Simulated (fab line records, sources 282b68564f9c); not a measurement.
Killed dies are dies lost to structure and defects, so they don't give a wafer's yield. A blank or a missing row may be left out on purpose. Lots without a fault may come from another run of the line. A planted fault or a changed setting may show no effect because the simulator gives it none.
Problem report in the 8D (eight disciplines) form, filled by code | flow rit_cmos | the parts of the form that need people (team, actions taken, sign-off) are left out

1. THE PROBLEM
o2_flow_sccm at RIT_PWELL_STRIP_09 reads a mean of 4799 sccm on 5 wafers of 3 lots; wafers without a fault read 4000 sccm with a standard deviation of 12. That is +67 standard deviations from the usual mean.
The step: strips in O2, time 180 s.
First seen on wafer L705.4, day 3 06:37, on plasma_asher-03. The record holds 45 wafers of 15 lots with a number at this step. Rule for "out", or "out of limits": more than 4 standard deviations from the usual mean. The other wafers with a number count as sound.

2. WHAT IT IS AND WHAT IT IS NOT
question                    | is                                     | is not
which readings at this step | o2_flow_sccm                           | drypump_motor_current_A
which lots                  | L705, L706, L708                       | L699, L700, L701, L703, L704, L707, L713, L715, L716, L719, L721, L722
which wafers of those lots  | L705.4, L705.6, L706.4, L706.6, L708.5 | L705.5, L706.5, L708.2, L708.6
read on which tools         | plasma_asher-03                        | plasma_asher-02, plasma_asher-04
when                        | from day 3 06:37                       | up to then (16 sound wafers); but 24 sound wafers of L706, L707, L708, L713, L715, L716, L719, L721, L722 came after

3. SUSPECTS, AND WHAT RULES EACH OUT
Counting: a tool at a process step up to the reading stays a suspect if it ran every lot that is out. Sound lots after the first of them don't rule it out here, since some wafers of a struck lot are sound.
- plasma_asher-03 at RIT_PWELL_STRIP_09 (strips in O2, time 180 s): kept. It ran every lot that is out, first L705 (day 3 06:37); its last sound lot up to then is L704 (day 3 02:09). Its own readings are out on those wafers: o2_flow_sccm.
- Within plasma_asher-03 at RIT_PWELL_STRIP_09: the wafers that are out ran in chamber 0; their sound lot-mates ran in chamber 1.
Left after counting: plasma_asher-03 at RIT_PWELL_STRIP_09.

4. THE CAUSE (what the simulator had put in)
Process parameter drift: plasma_asher-03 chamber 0, from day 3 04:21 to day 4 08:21, at RIT_PWELL_STRIP_09. Setting o2_flow_sccm, moved by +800, from 4000. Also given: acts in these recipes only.
Counting left only this tool.

5. THE CHAIN OF EFFECTS, in route order
Each row: a reading whose mean over the struck wafers that have a number lies more than 3 standard deviations from the usual. Only readings for which the record gives a usual standard deviation are gone through. hours: the time from each lot's start at the first step in this table that gives one to its start at this step, as a median over the lots. sigmas: the change in usual standard deviations.
hours | step               | reading      | usual     | on struck wafers | change | sigmas
0     | RIT_PWELL_STRIP_09 | o2_flow_sccm | 4000 sccm | 4799             | +799   | +67
The process steps in it:
- RIT_PWELL_STRIP_09: strips in O2, time 180 s.

6. WHAT WOULD HAVE CAUGHT IT SOONER
In this record the first reading out of limits was taken at day 3 06:37, 2 hours after the fault began at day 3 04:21.
